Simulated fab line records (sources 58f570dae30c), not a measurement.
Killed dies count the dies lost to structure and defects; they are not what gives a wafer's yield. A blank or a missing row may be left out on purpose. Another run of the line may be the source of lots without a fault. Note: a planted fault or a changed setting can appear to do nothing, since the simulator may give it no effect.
fab line records + flow berkeleyCmos170
[record]
- lots = 15
- wafers = 45
- lastDay = 12
route steps=331 shown FIELD@96 PSD@180 SILICIDE@211
lots that met no fault: from a run of the same line without faults
startH: start of the lot's first displayed wafer, in hours after the record's first day + waitH: time in hours since the lot's previous step + " repeats the value in the row above + L1.1+2: a single row standing in for several wafers + - no value, or no start given + * or withheld: withheld + < > ~ a bound
route shown NAME@n: NAME is a module with steps in the file, n the number in the route of the first one + usual: mean/standard deviation of fault-free wafers + same: alike in all rows + chamber/n: place in a boat + sites: the reading at each site + _std_site: the values' standard deviation + _edge_site: mean of outer sites minus mean of inner sites + radiusMm: how far each site lies from the wafer's centre + mask NAME#n: copy n + behind: the tool/chamber that last shaped the wafer + hold: cause of the lot's hold/its duration in hours/its outcome + device: names the non-switching transistor (n, p or np) + end of line: the tests these same wafers got at the end of their route + a step without rows: its recipe alone + killed: dies lost to structure and defects at the first sort, not the wafer's yield + map: a wafer's dies, x killed, . not, _ none there
set.NAME: the run value of the setting; set.NAME@STEP: its run value at that earlier step + model.NAME: the simulator's own value behind a step, which no gauge read
a sample of lots followed through the steps of the route, with each step as a table and each wafer as a row
services: a tool's chamber out of use, with start hour (startH, from the record's first day; less than 0 if before it), hours out, and reason
[[steps]]
[step UCB170_FIELD_THK_MEAS_90]
[recipe]
- reads = SiO2_of_FIELD_OXIDATION_01
[usual]
- FIELD_OXIDE_LEFT_1_THK = 428/8.7
| lot.wafer | tool         | chamber | startH | waitH | FIELD_OXIDE_LEFT_1_THK[nm] |
|-----------|--------------|---------|--------|-------|----------------------------|
| L111.1    | filmMetro-01 | -       | 104.12 | 0.0   | 438                        |
| L111.2    | "            | -       | "      | "     | 427                        |
| L111.6    | "            | -       | "      | "     | 439                        |
| L112.3    | filmMetro-04 | -       | 104.14 | 0.0   | 420                        |
| L112.4    | "            | -       | "      | "     | 426                        |
| L112.6    | "            | -       | "      | "     | 425                        |
| L115.2    | filmMetro-04 | -       | 116.25 | 0.0   | 427                        |
| L115.3    | "            | -       | "      | "     | 426                        |
| L115.5    | "            | -       | "      | "     | 429                        |
| L116.3    | filmMetro-01 | -       | 127.04 | 0.0   | 423                        |
| L116.5    | "            | -       | "      | "     | 418                        |
| L116.6    | "            | -       | "      | "     | 413                        |
| L117.3    | filmMetro-01 | -       | 133.06 | 0.0   | 423                        |
| L117.4    | "            | -       | "      | "     | 421                        |
| L117.6    | "            | -       | "      | "     | 421                        |
| L118.2    | filmMetro-01 | -       | 142.18 | 0.0   | 434                        |
| L118.4    | "            | -       | "      | "     | 436                        |
| L118.6    | "            | -       | "      | "     | 429                        |
| L122.2    | filmMetro-04 | -       | 154.98 | 0.0   | 424                        |
| L122.4    | "            | -       | "      | "     | 426                        |
| L122.5    | "            | -       | "      | "     | 425                        |
| L121.4    | filmMetro-03 | -       | 155.00 | 0.0   | 424                        |
| L121.5    | "            | -       | "      | "     | 419                        |
| L121.6    | "            | -       | "      | "     | 425                        |
| L120.2    | filmMetro-01 | -       | 155.01 | 0.0   | 424                        |
| L120.4    | "            | -       | "      | "     | 426                        |
| L120.5    | "            | -       | "      | "     | 424                        |
| L128.1    | filmMetro-01 | -       | 186.65 | 0.0   | 414                        |
| L128.5    | "            | -       | "      | "     | 423                        |
| L128.6    | "            | -       | "      | "     | 419                        |
| L129.1    | filmMetro-03 | -       | 186.65 | 0.0   | 412                        |
| L129.2    | "            | -       | "      | "     | 415                        |
| L129.4    | "            | -       | "      | "     | 418                        |
| L130.4    | filmMetro-03 | -       | 199.33 | 0.0   | 431                        |
| L130.5    | "            | -       | "      | "     | 428                        |
| L130.6    | "            | -       | "      | "     | 439                        |
| L132.1    | filmMetro-01 | -       | 210.01 | 0.0   | 430                        |
| L132.4    | "            | -       | "      | "     | 431                        |
| L132.6    | "            | -       | "      | "     | 430                        |
| L131.2    | filmMetro-03 | -       | 210.02 | 0.0   | 435                        |
| L131.4    | "            | -       | "      | "     | 441                        |
| L131.5    | "            | -       | "      | "     | 432                        |
| L133.2    | filmMetro-04 | -       | 213.94 | 0.0   | 445                        |
| L133.4    | "            | -       | "      | "     | 441                        |
| L133.5    | "            | -       | "      | "     | 451                        |
[step UCB170_PSD_DEVELOP_05]
[recipe]
- developer = TMAH
- developTimeS = 45
- resist = KrF
- devTempC = 21
[usual]
- chillPlateTempC = 23.00/0.1
- developTimeS = 45/0
- developerTempC = 20.99/0.093
| lot.wafer | tool          | chamber | startH | waitH | chillPlateTempC | developTimeS | developerTempC |
|-----------|---------------|---------|--------|-------|-----------------|--------------|----------------|
| L111.1    | lithoTrack-04 | 0       | 145    | -     | 22.97           | 45           | 21.02          |
| L111.2    | "             | 0       | "      | "     | 22.98           | 45           | 21.14          |
| L111.6    | "             | 0       | "      | "     | 22.95           | 45           | 20.91          |
| L112.3    | lithoTrack-03 | 0       | 145    | -     | 23.13           | 45           | 21.01          |
| L112.4    | "             | 0       | "      | "     | 23.20           | 45           | 21.19          |
| L112.6    | "             | 0       | "      | "     | 23.04           | 45           | 20.94          |
| L115.2    | lithoTrack-04 | 0       | 157    | -     | 23.12           | 45           | 20.97          |
| L115.3    | "             | 0       | "      | "     | 22.91           | 45           | 20.99          |
| L115.5    | "             | 0       | "      | "     | 23.10           | 45           | 21.00          |
| L116.3    | lithoTrack-04 | 0       | 170    | -     | 23.05           | 45           | 21.12          |
| L116.5    | "             | 0       | "      | "     | 23.04           | 45           | 21.08          |
| L116.6    | "             | 0       | "      | "     | 22.92           | 45           | 21.02          |
| L117.3    | lithoTrack-03 | 0       | 175    | -     | 23.09           | 45           | 21.05          |
| L117.4    | "             | 0       | "      | "     | 22.97           | 45           | 21.00          |
| L117.6    | "             | 0       | "      | "     | 23.06           | 45           | 21.09          |
| L118.2    | lithoTrack-02 | 0       | 187    | -     | 22.98           | 45           | 20.93          |
| L118.4    | "             | 0       | "      | "     | 23.05           | 45           | 21.07          |
| L118.6    | "             | 0       | "      | "     | 23.04           | 45           | 20.81          |
| L122.2    | lithoTrack-03 | -       | 197    | -     | -               | -            | -              |
| L122.4    | "             | -       | "      | "     | -               | -            | -              |
| L122.5    | "             | -       | "      | "     | -               | -            | -              |
| L121.4    | lithoTrack-02 | -       | 197    | -     | -               | -            | -              |
| L121.5    | "             | -       | "      | "     | -               | -            | -              |
| L121.6    | "             | -       | "      | "     | -               | -            | -              |
| L120.2    | lithoTrack-04 | -       | 197    | -     | -               | -            | -              |
| L120.4    | "             | -       | "      | "     | -               | -            | -              |
| L120.5    | "             | -       | 198    | -     | -               | -            | -              |
| L128.1    | lithoTrack-02 | 0       | 222    | -     | 23.08           | 45           | 21.05          |
| L128.5    | "             | 0       | "      | "     | 23.26           | 45           | 21.02          |
| L128.6    | "             | 0       | "      | "     | 23.09           | 45           | 20.92          |
| L129.1    | lithoTrack-04 | 0       | 223    | -     | 22.83           | 45           | 21.03          |
| L129.2    | "             | 0       | "      | "     | 23.10           | 45           | 21.08          |
| L129.4    | "             | 0       | "      | "     | 23.00           | 45           | 21.16          |
| L130.4    | lithoTrack-02 | 0       | 244    | -     | 23.03           | 45           | 21.10          |
| L130.5    | "             | 0       | "      | "     | 23.08           | 45           | 21.05          |
| L130.6    | "             | 0       | "      | "     | 23.06           | 45           | 20.93          |
| L132.1    | lithoTrack-02 | 0       | 253    | -     | 22.84           | 45           | 21.00          |
| L132.4    | "             | 0       | "      | "     | 23.05           | 45           | 21.06          |
| L132.6    | "             | 0       | "      | "     | 23.05           | 45           | 20.99          |
| L131.2    | lithoTrack-04 | 0       | 253    | -     | 23.01           | 45           | 20.92          |
| L131.4    | "             | 0       | "      | "     | 22.98           | 45           | 20.93          |
| L131.5    | "             | 0       | "      | "     | 22.90           | 45           | 20.85          |
| L133.2    | lithoTrack-02 | 0       | 261    | -     | 22.78           | 45           | 20.93          |
| L133.4    | "             | 0       | "      | "     | 22.83           | 45           | 20.94          |
| L133.5    | "             | 0       | "      | "     | 23.00           | 45           | 20.97          |
[step UCB170_PSD_CD_MEAS_06]
[recipe]
- targetCdNm = 1200
[usual]
- cdNm = 1199.7/1.6
| lot.wafer | tool     | chamber | startH | waitH | cdNm   |
|-----------|----------|---------|--------|-------|--------|
| L111.1    | cdSem-02 | -       | 145.30 | -     | 1201.9 |
| L111.2    | "        | -       | "      | "     | 1202.8 |
| L111.6    | "        | -       | "      | "     | 1202.1 |
| L112.3    | cdSem-01 | -       | 145.94 | -     | 1197.8 |
| L112.4    | "        | -       | "      | "     | 1198.8 |
| L112.6    | "        | -       | "      | "     | 1198.3 |
| L115.2    | cdSem-01 | -       | 157.42 | -     | 1199.8 |
| L115.3    | "        | -       | "      | "     | 1199.0 |
| L115.5    | "        | -       | "      | "     | 1199.3 |
| L116.3    | cdSem-02 | -       | 170.90 | -     | 1200.4 |
| L116.5    | "        | -       | "      | "     | 1201.3 |
| L116.6    | "        | -       | "      | "     | 1201.0 |
| L117.3    | cdSem-02 | -       | 175.83 | -     | 1199.9 |
| L117.4    | "        | -       | "      | "     | 1198.1 |
| L117.6    | "        | -       | "      | "     | 1199.6 |
| L118.2    | cdSem-02 | -       | 187.22 | -     | 1201.1 |
| L118.4    | "        | -       | "      | "     | 1199.8 |
| L118.6    | "        | -       | "      | "     | 1200.0 |
| L122.2    | cdSem-02 | -       | 197.84 | -     | -      |
| L122.4    | "        | -       | "      | "     | -      |
| L122.5    | "        | -       | "      | "     | -      |
| L121.4    | cdSem-01 | -       | 198.00 | -     | -      |
| L121.5    | "        | -       | "      | "     | -      |
| L121.6    | "        | -       | "      | "     | -      |
| L120.2    | cdSem-02 | -       | 198.07 | -     | -      |
| L120.4    | "        | -       | "      | "     | -      |
| L120.5    | "        | -       | "      | "     | -      |
| L128.1    | cdSem-01 | -       | 222.85 | -     | 1195.9 |
| L128.5    | "        | -       | "      | "     | 1196.4 |
| L128.6    | "        | -       | "      | "     | 1196.1 |
| L129.1    | cdSem-02 | -       | 223.18 | -     | 1197.6 |
| L129.2    | "        | -       | "      | "     | 1197.8 |
| L129.4    | "        | -       | "      | "     | 1198.2 |
| L130.4    | cdSem-02 | -       | 244.81 | -     | 1202.1 |
| L130.5    | "        | -       | "      | "     | 1202.4 |
| L130.6    | "        | -       | "      | "     | 1202.0 |
| L132.1    | cdSem-02 | -       | 253.39 | -     | 1199.7 |
| L132.4    | "        | -       | "      | "     | 1199.0 |
| L132.6    | "        | -       | "      | "     | 1198.7 |
| L131.2    | cdSem-01 | -       | 253.65 | -     | 1198.4 |
| L131.4    | "        | -       | "      | "     | 1198.9 |
| L131.5    | "        | -       | "      | "     | 1198.3 |
| L133.2    | cdSem-01 | -       | 261.99 | -     | 1201.9 |
| L133.4    | "        | -       | "      | "     | 1201.6 |
| L133.5    | "        | -       | "      | "     | 1201.3 |
[step UCB170_SILICIDE_SPUTTER_01]
[recipe]
- material = Ti
- targetThkNm = 30
- timeS = 25
- powerW = 1500
- chamberPressurePa = 0.5
[usual]
- throttleValvePct = 29.8/1.1
| lot.wafer | tool          | chamber | startH | waitH | throttleValvePct |
|-----------|---------------|---------|--------|-------|------------------|
| L111.1    | pvdSputter-01 | -       | 149.14 | 0.0   | 30.5             |
| L111.2    | "             | -       | "      | "     | 30.5             |
| L111.6    | "             | -       | "      | "     | 30.2             |
| L112.3    | pvdSputter-01 | -       | 150.31 | 0.0   | 28.9             |
| L112.4    | "             | -       | "      | "     | 30.3             |
| L112.6    | "             | -       | "      | "     | 30.3             |
| L115.2    | pvdSputter-01 | -       | 161.66 | 0.0   | 30.5             |
| L115.3    | "             | -       | "      | "     | 30.0             |
| L115.5    | "             | -       | "      | "     | 30.6             |
| L116.3    | pvdSputter-02 | -       | 176.44 | 0.0   | 29.6             |
| L116.5    | "             | -       | "      | "     | 30.1             |
| L116.6    | "             | -       | "      | "     | 31.0             |
| L117.3    | pvdSputter-03 | -       | 179.45 | 0.0   | 30.3             |
| L117.4    | "             | -       | "      | "     | 27.4             |
| L117.6    | "             | -       | "      | "     | 27.5             |
| L118.2    | pvdSputter-03 | -       | 194.92 | 0.0   | 30.4             |
| L118.4    | "             | -       | "      | "     | 29.7             |
| L118.6    | "             | -       | "      | "     | 30.7             |
| L122.2    | pvdSputter-01 | -       | 203.24 | 0.0   | 29.1             |
| L122.4    | "             | -       | "      | "     | 30.6             |
| L122.5    | "             | -       | "      | "     | 30.5             |
| L121.4    | pvdSputter-03 | -       | 203.49 | 0.0   | 30.1             |
| L121.5    | "             | -       | "      | "     | 27.3             |
| L121.6    | "             | -       | "      | "     | 29.8             |
| L120.2    | pvdSputter-02 | -       | 204.14 | 0.0   | 31.4             |
| L120.4    | "             | -       | "      | "     | 27.8             |
| L120.5    | "             | -       | "      | "     | 31.2             |
| L128.1    | pvdSputter-02 | -       | 226.82 | 0.0   | 31.3             |
| L128.5    | "             | -       | "      | "     | 31.3             |
| L128.6    | "             | -       | "      | "     | 29.5             |
| L129.1    | pvdSputter-02 | -       | 227.27 | 0.0   | 29.7             |
| L129.2    | "             | -       | "      | "     | 27.7             |
| L129.4    | "             | -       | "      | "     | 31.4             |
| L130.4    | pvdSputter-02 | -       | 249.76 | 0.0   | 29.6             |
| L130.5    | "             | -       | "      | "     | 29.8             |
| L130.6    | "             | -       | "      | "     | 30.1             |
| L132.1    | pvdSputter-01 | -       | 256.98 | 0.0   | 29.2             |
| L132.4    | "             | -       | "      | "     | 30.3             |
| L132.6    | "             | -       | "      | "     | 30.3             |
| L131.2    | pvdSputter-02 | -       | 257.35 | 0.0   | 27.7             |
| L131.4    | "             | -       | "      | "     | 29.9             |
| L131.5    | "             | -       | "      | "     | 29.8             |
| L133.2    | pvdSputter-02 | -       | 266.05 | 0.0   | 29.9             |
| L133.4    | "             | -       | "      | "     | 31.4             |
| L133.5    | "             | -       | "      | "     | 29.8             |
[[services]]
| tool          | chamber | startH | hours | kind   |
|---------------|---------|--------|-------|--------|
| pvdSputter-01 | -       | 141.47 | 2.4   | repair |
[[key]]
[firstSign]
- step = UCB170_PSD_DEVELOP_05
- reading = toolRecord
- direction = missing
effect none on later readings
metAt UCB170_PSD_DEVELOP_05
struckLots L120,L121,L122
sortLeftOut L120.2,L120.4,L120.5,L121.4,L121.5,L121.6,L122.2,L122.4,L122.5
testerLeftOut L120,L121,L122
notActingAt UCB170_FIELD_THK_MEAS_90,UCB170_PSD_CD_MEAS_06,UCB170_SILICIDE_SPUTTER_01
onsetBetween 187 197
[fault]
- kind = skippedStepWhole
- tool = lithoTrack-02,lithoTrack-03,lithoTrack-04
- chamber = -
- onsetH = 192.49
- steps = UCB170_PSD_DEVELOP_05
- scope = struckLotsOnly
// testerLeftOut: of these lots the tester's yield and bins aren't shown, on N5 and GAA mostly nor the transistor test; their killed dies are dies lost to structure and defects alone, not to doping, threshold or leakage, so they don't give the yield
// sortLeftOut: the simulated sort isn't trusted on such a fault, so these wafers' sort isn't shown, and their yield isn't known
